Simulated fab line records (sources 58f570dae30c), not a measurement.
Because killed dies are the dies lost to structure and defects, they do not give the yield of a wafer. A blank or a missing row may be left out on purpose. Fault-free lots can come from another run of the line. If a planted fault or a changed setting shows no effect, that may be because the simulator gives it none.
What tool caused it? / flow berkeley cmos170 / 7 lots with 21 wafers sampled at 3 steps, on a route of 331 steps

WHAT THE GAUGES SHOWED, per wafer
UCB170_PFIELD_TW_MEAS_09.
lot=L905; measured=day 4 09:44; on=film metro-04; PFIELD_TW=611 609 611
lot=L909; measured=day 5 09:25; on=film metro-03; PFIELD_TW=597 599 605
lot=L911; measured=day 6 04:23; on=film metro-02; PFIELD_TW=593 595 597
lot=L914; measured=day 6 19:09; on=film metro-04; PFIELD_TW=612 611 611
lot=L919; measured=day 7 16:27; on=film metro-04; PFIELD_TW=606 605 605
lot=L922; measured=day 8 00:55; on=film metro-02; PFIELD_TW=738 742 740 744 740 741
lot=L925; measured=day 9 02:22; on=film metro-04; PFIELD_TW=603 602 605

EACH LOT AND THE TOOL THAT RAN IT (in order: tool; ch and the chambers of the sampled wafers; start)
lot=L905; UCB170_ZERO_STRIP_07=plasma asher-04 ch 0,1, day 2 00:01; UCB170_PFIELD_IMPLANT_07=implanter-02 ch 0, day 4 09:29
lot=L909; UCB170_ZERO_STRIP_07=plasma asher-02 ch 0,1, day 2 18:13; UCB170_PFIELD_IMPLANT_07=implanter-01 ch 0, day 5 09:10
lot=L911; UCB170_ZERO_STRIP_07=plasma asher-02 ch 0, day 3 06:50; UCB170_PFIELD_IMPLANT_07=implanter-01 ch 0, day 6 04:08
lot=L914; UCB170_ZERO_STRIP_07=plasma asher-01 ch 1, day 4 00:27; UCB170_PFIELD_IMPLANT_07=implanter-04 ch 0, day 6 18:54
lot=L919; UCB170_ZERO_STRIP_07=plasma asher-02 ch 0,1, day 5 03:10; UCB170_PFIELD_IMPLANT_07=implanter-02 ch 0, day 7 16:12
lot=L922; UCB170_ZERO_STRIP_07=plasma asher-04 ch 0,1, day 5 11:58; UCB170_PFIELD_IMPLANT_07=implanter-02 ch 0, day 8 00:22
lot=L925; UCB170_ZERO_STRIP_07=plasma asher-01 ch 0,1, day 6 05:52; UCB170_PFIELD_IMPLANT_07=implanter-04 ch 0, day 9 02:08
- UCB170_ZERO_STRIP_07: strips in O2.
- UCB170_PFIELD_IMPLANT_07

THE ANSWER, worked out from the rows above alone
Rule: the usual values come from the lots themselves. Put in order of their means at a reading, lots are off if they are a third of the lots or fewer, leave a main group of 4 or more, and stand apart from it by a gap of 3 or more times the standard deviation of the main group's means; of several such gaps the widest counts. Not used: any main group whose means are identical at the precision the tables above print for the reading. Also off: a lot with no number at a reading for which 4 or more lots have one. Where the step has rows for the other lots, those lots are counted as sound.
Off: at UCB170_PFIELD_TW_MEAS_09 (PFIELD_TW), L922. Mean 604 and standard deviation 5.6 in the main group.
A tool fits if, at a process step before that reading, it ran every lot that is off, and no sound lot after the first of them. The gauges at UCB170_PFIELD_TW_MEAS_09 are tried like those tools. Can't be told from this: 3 tools fit, plasma asher-04 at UCB170_ZERO_STRIP_07, implanter-02 at UCB170_PFIELD_IMPLANT_07, film metro-02 at UCB170_PFIELD_TW_MEAS_09.

WHAT THE SIMULATOR HAD INSERTED
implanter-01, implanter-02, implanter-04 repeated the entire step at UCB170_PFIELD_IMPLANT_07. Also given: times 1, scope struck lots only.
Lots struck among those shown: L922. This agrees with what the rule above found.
